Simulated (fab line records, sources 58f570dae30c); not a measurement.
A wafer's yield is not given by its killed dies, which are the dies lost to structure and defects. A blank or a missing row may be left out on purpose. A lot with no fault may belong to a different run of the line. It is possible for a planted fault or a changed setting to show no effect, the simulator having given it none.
A single fault, viewed from 2 desks | flow berkeleyCmos170 | each desk holds nothing but its own numbers, with what lay behind them at the end

AT THE TOOL OWNER'S DESK: implanter-03
The tool's own readings at UCB170_PSD_IMPLANT_08: means of the sampled wafers that have a number, for each lot that ran on this tool. Any lot whose mean is over 4 standard deviations away from the usual mean is out of limits and marked OUT; that distance is given in the brackets.
Columns: A = doseIonsCm2 at UCB170_PSD_IMPLANT_08, usual 3e+15; B = endStationPressureTorr at UCB170_PSD_IMPLANT_08, usual 1.25e-05 Torr; C = faradayCurrentUA at UCB170_PSD_IMPLANT_08, usual 9252
lot  | first seen here | A                       | B                  | C
L265 | day 6 22:52     | 3e+15                   | 1.26e-05           | 9290
L270 | day 8 09:23     | 6e+14 (-99 or more) OUT | 6.40e-06 (-10) OUT | 1880 (-41) OUT
L272 | day 8 19:33     | 6e+14 (-99 or more) OUT | 6.60e-06 (-10) OUT | 1860 (-41) OUT
L283 | day 11 08:43    | 3e+15                   | 1.23e-05           | 9262
Finding of this desk: L270, L272 out of limits; the first was L270 at day 8 09:23, on doseIonsCm2 at UCB170_PSD_IMPLANT_08. L265, L283 stayed within limits.

METROLOGY DESK
What the gauges read for every lot (on any tool): the sampled wafers with a number, averaged. Any lot whose mean is over 4 standard deviations away from the usual mean is out of limits and marked OUT; that distance is given in the brackets.
Columns: A = cdNm at UCB170_PLDD_CD_MEAS_06, usual 1200.2 nm; B = NLDD_OVL at UCB170_NLDD_OVL_MEAS_07, usual -1 nm; C = PSD_TW at UCB170_PSD_TW_MEAS_10, usual 2324; D = PSD_RS at UCB170_SDANNEAL_RS_MEAS_02, usual 75.56 ohm/sq
lot  | first seen here | A      | B   | C              | D
L266 | day 6 12:17     | 1201.1 | 2   | 2313           | 75.98
L265 | day 6 12:52     | 1199.8 | -1  | 2322           | 75.63
L271 | day 8 00:53     | 1198.6 | -4  | 2329           | 75.50
L270 | day 8 01:11     | 1200.1 | -4  | 1396 (-58) OUT | 251.05 (+99 or more) OUT
L275 | day 8 10:08     | 1202.0 | -1  | 2316           | 75.29
L272 | day 8 10:19     | 1199.4 | -6  | 1379 (-59) OUT | 258.19 (+99 or more) OUT
L274 | day 8 10:25     | 1202.9 | 1   | 2318           | 75.25
L273 | day 8 10:41     | 1199.5 | -4  | 2326           | 75.63
L279 | day 9 14:11     | 1201.3 | 3   | 2325           | 75.43
L277 | day 9 14:36     | 1201.3 | -13 | 2352           | 75.54
L281 | day 10 02:24    | 1200.0 | 2   | 2305           | 75.48
L284 | day 10 22:17    | 1197.2 | -4  | 2322           | 75.34
L283 | day 10 22:25    | 1199.9 | -5  | 2313           | 75.49
L285 | day 11 07:16    | 1199.5 | 3   | 2345           | 75.80
This desk's result: L270, L272 out of limits, first on L270 (PSD_TW at UCB170_PSD_TW_MEAS_10), day 8 09:37. L266, L265, L271, L275, L274, L273, L279, L277, L281, L284, L283, L285 stayed within limits.

BROUGHT TOGETHER
An alarm could have come from the tool owner's desk at day 8 09:23, on L270, L272.
The metrology desk could have raised an alarm at day 8 09:37, on L270, L272.
The lots listed all ran UCB170_PSD_IMPLANT_08 on implanter-03.

WHAT WAS PUT IN BY THE SIMULATOR
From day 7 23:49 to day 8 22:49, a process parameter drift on implanter-03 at UCB170_PSD_IMPLANT_08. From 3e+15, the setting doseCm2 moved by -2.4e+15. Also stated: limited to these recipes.
Shown lots that were struck: L270, L272.
Fault start to first reading out of limits, in hours, per desk: tool owner, 10; metrology, 10.
